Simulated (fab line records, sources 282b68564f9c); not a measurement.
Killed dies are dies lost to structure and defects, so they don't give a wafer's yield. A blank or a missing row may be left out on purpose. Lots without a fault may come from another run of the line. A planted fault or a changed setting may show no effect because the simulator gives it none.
A struck lot beside a sound one | flow rit_cmos | 20 steps out of a route of 202
Sound: wafers L707.3, L707.5, L707.6. Struck: wafers L722.3, L722.4, L722.6. The cause comes at the end.
At each step with rows: each side's tool, then ch and its chambers, then its first start. Under that, the readings that differ: sound wafers | struck wafers | difference of the means | sigmas: that difference in standard deviations of wafers without a fault.
alike: readings whose means differ by less than 2 such deviations, and words and numbers that are the same on both sides. not compared: withheld readings, readings that some wafer has no value for, bounds like >300 that may hide the same value, and numbers for which the record gives no deviation and whose values overlap.
The two part at a step that has a row with sigmas, a row that says differs or no value, or rows on one side only. Numbers that don't overlap but have no deviation are shown without sigmas and don't part them. A reading that every wafer of one side lacks parts them only if that side has two wafers or more.

first, 2 steps without rows for these wafers: RIT_NWELL_HARDBAKE_07 (time 120 s); RIT_NWELL_IMPLANT_08.
RIT_NWELL_STRIP_09: strips in O2, time 180 s.
  sound on plasma_asher-04 ch 0,1, day 2 03:55; struck on plasma_asher-03 ch 0,1, day 5 06:50
  alike: drypump_motor_current_A, rf_refl_power_W
  not compared: rf_hours_counter_h
RIT_NWELL_TW_MEAS_10:
  sound on film_metro-01, day 2 04:04; struck on film_metro-01, day 5 06:59
  alike: NWELL_TW
then, 2 steps without rows for these wafers: RIT_PWELL_HMDS_00 (prime time 60 s); RIT_PWELL_COAT_01 (resist thk 1300 nm).
RIT_PWELL_SOFTBAKE_02: time 61.43 s.
  sound on litho_track-03 ch 0, day 2 04:27; struck on litho_track-03 ch 0, day 5 07:22
  alike: plate_sensor_t_centre_C, plate_sensor_t_edge_C, softbake_temp_c
then, 3 steps without rows for these wafers: RIT_PWELL_EXPOSE_03 (exposes mask M3, target cd 43700 nm); RIT_PWELL_PEB_04; RIT_PWELL_DEVELOP_05 (develop time 68 s).
RIT_PWELL_OVL_MEAS_06:
  sound on overlay-02, day 2 05:07; struck on overlay-01, day 5 08:02
  alike: PWELL_OVL
then, 1 step without rows for these wafers: RIT_PWELL_HARDBAKE_07 (time 120 s).
RIT_PWELL_IMPLANT_08:
  sound on implanter-03 ch 0, day 2 05:26; struck on implanter-02 ch 0, day 5 08:22
  reading                   | sound                | struck               | difference | sigmas
  beam_energy_keV           | 170.02 170.00 169.96 | 119.03 118.97 119.06 | -50.97     | -99 or more
  model.implant.rp_nm (nm)  | 480.2 480.2 480.2    | 353.6 353.6 353.6    | -126.6     |
  model.implant.drp_nm (nm) | 102.9 102.9 102.9    | 89.74 89.74 89.74    | -13.16     |
RIT_PWELL_STRIP_09: strips in O2, time 180 s.
  sound on plasma_asher-01 ch 0,1, day 2 05:36; struck on plasma_asher-01 ch 0,1, day 5 08:31
  alike: drypump_motor_current_A, rf_refl_power_W
  not compared: rf_hours_counter_h
RIT_PWELL_TW_MEAS_10:
  sound on film_metro-01, day 2 05:44; struck on film_metro-04, day 5 08:40
  alike: PWELL_TW
then, 1 step without rows for these wafers: RIT_WELLDRIVE_ANNEAL_00 (time 14700 s).
RIT_WELLDRIVE_RS_MEAS_01: measures by four-point-probe.
  sound on film_metro-03, day 2 11:38; struck on film_metro-01, day 5 13:49
  alike: NWELL_RS
RIT_WELLDRIVE_RS_MEAS_02: measures by four-point-probe.
  sound on film_metro-03, day 2 11:45; struck on film_metro-01, day 5 13:56
  reading           | sound             | struck            | difference | sigmas
  PWELL_RS (ohm/sq) | 423.3 424.2 424.8 | 436.2 437.3 436.9 | +12.7      | +12
then, 1 step without rows for these wafers: RIT_NRETRO_HMDS_00 (prime time 60 s).
RIT_M1_PROBE_99:
  sound on prober-01, day 3 19:51; struck on prober-01, day 6 19:22
  reading                             | sound             | struck            | difference | sigmas
  model.etest.nmos_0p3.r_on_ohm_um    | 2230 2204 2172    | 2409 2399 2408    | +203       |
  model.etest.pwell.rs_ohm_sq         | 410.6 405 409.4   | 509 513.9 499.9   | +99        |
  model.etest.nmos_turned.drive_ua_um | 313.4 314.1 315.4 | 252.6 249.1 254.2 | -62.3      |
  model.etest.nmos_0p15.drive_ua_um   | 449.6 444.4 451.6 | 406.7 401.6 405.2 | -44.0      |
  model.etest.pwell_pinched.rs_ohm_sq | 451.1 447.2 448.2 | 483.6 485.9 479.5 | +34.2      |
  model.etest.nmos_0p3.drive_ua_um    | 220.3 220.5 220.7 | 191.8 194.5 196.6 | -26.2      |
  model.etest.nmos_narrow.drive_ua_um | 210.5 211.4 213.3 | 186.5 186.2 187   | -25.2      |
  model.etest.field_n.vt_v (V)        | 35.23 34.55 34.23 | 33.94 33.91 33.89 | -0.76      |
  alike: killed_at_front_end, killed_dies, killed_open, killed_short

WHERE THEY PART
First at RIT_PWELL_IMPLANT_08; last, within this record, at RIT_WELLDRIVE_RS_MEAS_02. Later steps at which nothing parts them and some readings are alike: RIT_M1_PROBE_99.

WHY: what the simulator had put in
Process parameter drift: implanter-02, from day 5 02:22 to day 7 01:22, at RIT_PWELL_IMPLANT_08. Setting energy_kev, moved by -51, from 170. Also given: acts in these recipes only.
